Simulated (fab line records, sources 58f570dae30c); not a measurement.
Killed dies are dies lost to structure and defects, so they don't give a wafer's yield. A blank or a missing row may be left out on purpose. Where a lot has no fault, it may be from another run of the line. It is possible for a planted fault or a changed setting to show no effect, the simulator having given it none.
Which tool is to blame? + flow berkeley cmos170 + Sampling: 15 lots, 45 wafers, 2 of 331 route steps

WHAT THE GAUGES SHOWED, per wafer
UCB170_GATE_THK_MEAS_02.
| lot  | measured     | on            | GATE_OXIDE_THK (nm) |
|------|--------------|---------------|---------------------|
| L259 | day 6 23:33  | film metro-02 | 6.38 6.40 6.30      |
| L260 | day 6 23:34  | film metro-01 | 6.40 6.33 6.41      |
| L263 | day 7 18:22  | film metro-04 | 6.49 6.58 6.54      |
| L265 | day 7 18:22  | film metro-01 | 6.58 6.60 6.59      |
| L262 | day 7 18:25  | film metro-04 | 6.69 6.70 6.74      |
| L267 | day 8 10:23  | film metro-02 | 6.54 6.64 6.66      |
| L268 | day 8 10:23  | film metro-04 | 6.55 6.58 6.49      |
| L269 | day 9 07:19  | film metro-02 | 6.64 6.76 6.83      |
| L270 | day 9 07:21  | film metro-02 | 6.57 6.58 6.75      |
| L273 | day 9 14:47  | film metro-02 | 6.66 6.42 6.45      |
| L274 | day 10 00:10 | film metro-01 | 6.17 6.24 6.15      |
| L275 | day 10 00:10 | film metro-02 | 6.58 6.52 6.44      |
| L276 | day 10 00:14 | film metro-02 | 6.52 6.58 6.55      |
| L281 | day 11 02:08 | film metro-01 | 6.60 6.62 6.74      |
| L282 | day 11 06:21 | film metro-02 | 6.57 6.62 6.67      |

UCB170_NLDD_OVL_MEAS_07.
| lot  | measured     | on         | NLDD_OVL (nm) |
|------|--------------|------------|---------------|
| L259 | day 7 18:25  | overlay-02 | 6 -4 -7       |
| L260 | day 7 18:41  | overlay-02 | -3 -5 -4      |
| L263 | day 8 06:12  | overlay-01 | -4 -7 -1      |
| L265 | day 8 06:38  | overlay-01 | 2 13 3        |
| L262 | day 8 07:17  | overlay-02 | -4 2 0        |
| L267 | day 8 23:31  | overlay-02 | 2 3 7         |
| L268 | day 8 22:48  | overlay-02 | -1 4 -5       |
| L269 | day 9 19:42  | overlay-01 | -2 0 -1       |
| L270 | day 9 20:04  | overlay-02 | 0 1 3         |
| L273 | day 10 05:55 | overlay-01 | -2 0 -4       |
| L274 | day 10 11:05 | overlay-01 | 1 1 -1        |
| L275 | day 10 11:38 | overlay-01 | -3 -5 -6      |
| L276 | day 10 12:22 | overlay-02 | 6 5 0         |
| L281 | day 11 16:05 | overlay-01 | 6 9 4         |
| L282 | day 11 19:07 | overlay-02 | -5 1 -7       |

EACH LOT AND THE TOOL THAT RAN IT (in order: tool; ch and the chambers of the sampled wafers; start)
Before these readings, the record contains no process step.

AS READ BY THE TOOLS THEMSELVES (means over the sampled wafers that have a number; for cases with no such wafer, the mark the record gives instead)
The record holds no such reading with a usual standard deviation.

THE ANSWER, worked out from the rows above alone
Rule: usual is defined by the lots themselves. The widest of any qualifying gaps counts: lots, ordered by their means at a reading, are off when they make up no more than a third of the lots, leave a main group of 4 or more, and stand apart from it by 3 or more times the standard deviation of that group's means. If all means in a main group match to the digits the tables above print for the reading, that group is not used. Also off: a lot with no number at a reading for which 4 or more lots have one. Any other lot the step has rows for is counted as sound. After the gauges, taken in route order, come the tools' own readings; for these a lot's mean is taken, as printed above. The first step at which some lot is off is used, and at that step the reading that is off furthest; a lot without a number counts as furthest.
No lot is off at any reading shown: from this, nothing can be told.

WHAT THE SIMULATOR HAD INSERTED
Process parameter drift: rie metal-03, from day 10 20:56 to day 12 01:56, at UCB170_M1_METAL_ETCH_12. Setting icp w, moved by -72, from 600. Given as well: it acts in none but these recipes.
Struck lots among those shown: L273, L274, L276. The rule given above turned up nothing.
